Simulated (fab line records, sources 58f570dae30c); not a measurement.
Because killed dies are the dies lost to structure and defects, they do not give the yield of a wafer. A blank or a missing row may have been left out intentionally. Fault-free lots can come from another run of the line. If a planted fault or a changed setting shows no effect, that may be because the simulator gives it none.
Problem report, 8D (eight disciplines) form, completed by code    flow berkeley_cmos170    the parts of the form that need people (team, actions taken, sign-off) are left out

## 1. THE PROBLEM
chamber_pressure_mTorr at UCB170_M2_METAL_ETCH_18 reads a mean of 9.599 mTorr on 5 wafers of 2 lots; wafers without a fault read 12.001 mTorr with a standard deviation of 0.011. That is -99 or more standard deviations from the usual mean.
The step: etches Al in Cl2/BCl3, stops on SiO2, target depth 1170 nm, time 195 s.
First observed at day 9 09:08: wafer L168.1, on rie_metal-01. The record has a number at this step for 41 wafers belonging to 14 lots. The rule behind "out" and "out of limits": a value lying over 4 standard deviations away from the usual mean. Any other wafer with a number is counted as sound.

## 2. WHAT IT IS; WHAT IT IS NOT
question                     is                      is not
which readings at this step  chamber_pressure_mTorr  bcl3_flow_sccm, drypump_motor_current_A, rf_fwd_power_W, throttle_valve_pct
which lots                   L165, L168              L160, L161, L162, L167, L170, L172, L174, L176, L177, L180, L182, L183
which wafers of those lots   all that have a number  -
read on which tools          rie_metal-01            rie_metal-02, rie_metal-04
when                         from day 9 09:08        up to then (12 sound wafers); but 24 sound wafers of L170, L172, L174, L176, L177, L180, L182, L183 came after

## 3. SUSPECTS, AND WHAT RULES EACH OUT
Counting: a tool stays on the suspect list if, at a process step up to the reading, it processed all lots that are out and no sound lot following the first of them.
- rie_metal-01 at UCB170_M2_METAL_ETCH_18 (etches Al in Cl2/BCl3, stops on SiO2, target depth 1170 nm, time 195 s): kept. It processed each lot that is out, first L168 at day 9 09:08, and no sound lot thereafter; up to then, the last sound lot it processed was L167 at day 8 19:18. On those wafers its own readings are out: chamber_pressure_mTorr.
After counting, what remains is rie_metal-01 at UCB170_M2_METAL_ETCH_18.

## 4. THE CAUSE (what the simulator had put in)
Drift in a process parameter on rie_metal-01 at UCB170_M2_METAL_ETCH_18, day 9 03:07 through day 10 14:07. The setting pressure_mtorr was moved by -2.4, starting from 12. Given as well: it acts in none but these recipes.
Counting left only this tool.

## 5. THE CHAIN OF EFFECTS, in route order
Rows list readings where the struck wafers' mean (over those with a number) sits beyond 3 standard deviations from the usual. Readings are gone through only where the record gives a usual standard deviation; hours: the median, over the lots, of the time from a lot's start at the first step in this table giving one to that lot's start at this step; sigmas: the change measured in usual standard deviations.
hours  step                     reading                 usual         on struck wafers  change  sigmas
0      UCB170_M2_METAL_ETCH_18  chamber_pressure_mTorr  12.001 mTorr  9.599             -2.402  -99 or more
Here are the process steps it includes:
- UCB170_M2_METAL_ETCH_18: etches Al in Cl2/BCl3, stops on SiO2, target depth 1170 nm, time 195 s.

## 6. HOW IT WOULD HAVE BEEN CAUGHT EARLIER
In this record the first reading out of limits was taken at day 9 09:08, 6 hours after the fault began at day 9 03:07.
